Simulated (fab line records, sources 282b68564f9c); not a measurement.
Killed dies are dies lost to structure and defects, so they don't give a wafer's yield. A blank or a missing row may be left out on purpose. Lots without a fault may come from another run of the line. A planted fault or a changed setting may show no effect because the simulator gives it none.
Which tool did it? | flow rit_cmos | 14 lots, 42 wafers sampled, at 2 steps of a route of 202

WHAT THE GAUGES READ, wafer by wafer
RIT_NWELL_TW_MEAS_10. Usual: NWELL_TW 2154, standard deviation 14.
lot  | measured    | on            | NWELL_TW       | flag
L272 | day 2 02:33 | film_metro-03 | 2168 2155 2156 |
L273 | day 2 05:01 | film_metro-02 | 2132 2139 2137 |
L274 | day 2 09:49 | film_metro-01 | 2154 2150 2167 |
L276 | day 2 20:38 | film_metro-02 | 2147 2131 2138 |
L277 | day 3 01:11 | film_metro-01 | 2185 2185 2178 |
L278 | day 3 07:04 | film_metro-03 | 2165 2165 2170 |
L279 | day 3 10:08 | film_metro-01 | 2180 2172 2170 |
L282 | day 4 05:32 | film_metro-02 | 2100 2096 2104 | OFF
L283 | day 4 09:40 | film_metro-02 | 2097 2097 2102 | OFF
L284 | day 4 13:20 | film_metro-01 | 2164 2159 2155 |
L285 | day 4 19:51 | film_metro-01 | 2165 2158 2164 |
L288 | day 5 07:44 | film_metro-02 | 2147 2135 2141 |
L289 | day 5 12:59 | film_metro-02 | 2132 2137 2144 |
L291 | day 5 23:17 | film_metro-02 | 2133 2141 2140 |

WHICH TOOL RAN EACH LOT (tool, then ch and the chambers of the sampled wafers, then the start)
lot  | RIT_NWELL_IMPLANT_08
L272 | implanter-01 ch 0, day 2 02:16
L273 | implanter-01 ch 0, day 2 04:42
L274 | implanter-04 ch 0, day 2 09:29
L276 | implanter-04 ch 0, day 2 20:20
L277 | implanter-01 ch 0, day 3 00:50
L278 | implanter-01 ch 0, day 3 06:44
L279 | implanter-04 ch 0, day 3 09:52
L282 | implanter-04 ch 0, day 4 05:13
L283 | implanter-04 ch 0, day 4 09:20
L284 | implanter-02 ch 0, day 4 13:01
L285 | implanter-01 ch 0, day 4 19:32
L288 | implanter-01 ch 0, day 5 07:24
L289 | implanter-02 ch 0, day 5 12:40
L291 | implanter-01 ch 0, day 5 22:58
- RIT_NWELL_IMPLANT_08

WHAT THE TOOLS THEMSELVES READ (means of the sampled wafers that have a number; where no wafer has one, the mark that the record gives instead)
RIT_NWELL_IMPLANT_08. Usual: beam_energy_keV 170.01, standard deviation 0.044.
lot  | tool         | beam_energy_keV | flag
L272 | implanter-01 | 169.99          |
L273 | implanter-01 | 169.99          |
L274 | implanter-04 | 170.00          |
L276 | implanter-04 | 169.97          |
L277 | implanter-01 | 169.96          |
L278 | implanter-01 | 170.00          |
L279 | implanter-04 | 170.03          |
L282 | implanter-04 | 153.06          | OFF
L283 | implanter-04 | 153.00          | OFF
L284 | implanter-02 | 170.06          |
L285 | implanter-01 | 169.97          |
L288 | implanter-01 | 169.98          |
L289 | implanter-02 | 169.99          |
L291 | implanter-01 | 170.01          |

THE ANSWER, worked out from the rows above alone
Rule: a lot is off if the mean of its wafers that have a number lies more than 3 standard deviations from the usual mean. A lot without any number at a reading at which 4 lots or more have one is off too. The other lots that the step has rows for count as sound. The gauges are gone through in route order, then the tools' own readings, and for those a lot's mean is taken as printed above. The first step at which some lot is off is used, and at that step the reading that is off furthest; a lot without a number counts as furthest.
Off: L282, L283, at RIT_NWELL_TW_MEAS_10 (NWELL_TW).
A tool fits if, at a process step before that reading, it ran every lot that is off, and no sound lot after the first of them. The gauges at RIT_NWELL_TW_MEAS_10 aren't tried: what is off there is off at RIT_NWELL_IMPLANT_08 too, on other tools, and a gauge's error can't cause that. One fits: implanter-04 at RIT_NWELL_IMPLANT_08. Its last sound lot is L279 (day 3 09:52), its first lot that is off L282 (day 4 05:13): a fault that began between those two fits.
The tool's own readings at RIT_NWELL_IMPLANT_08 bear it out: on the lots that are off they differ by more than 5 times the standard deviation of the sound lots' means. beam_energy_keV reads 153.03 there against 170.00 on the sound lots.

WHAT THE SIMULATOR HAD PUT IN
Process parameter drift: implanter-04, from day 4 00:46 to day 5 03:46, at RIT_NWELL_IMPLANT_08. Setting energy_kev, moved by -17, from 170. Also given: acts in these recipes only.
Lots struck among those shown: L282, L283. The rule above found the same.
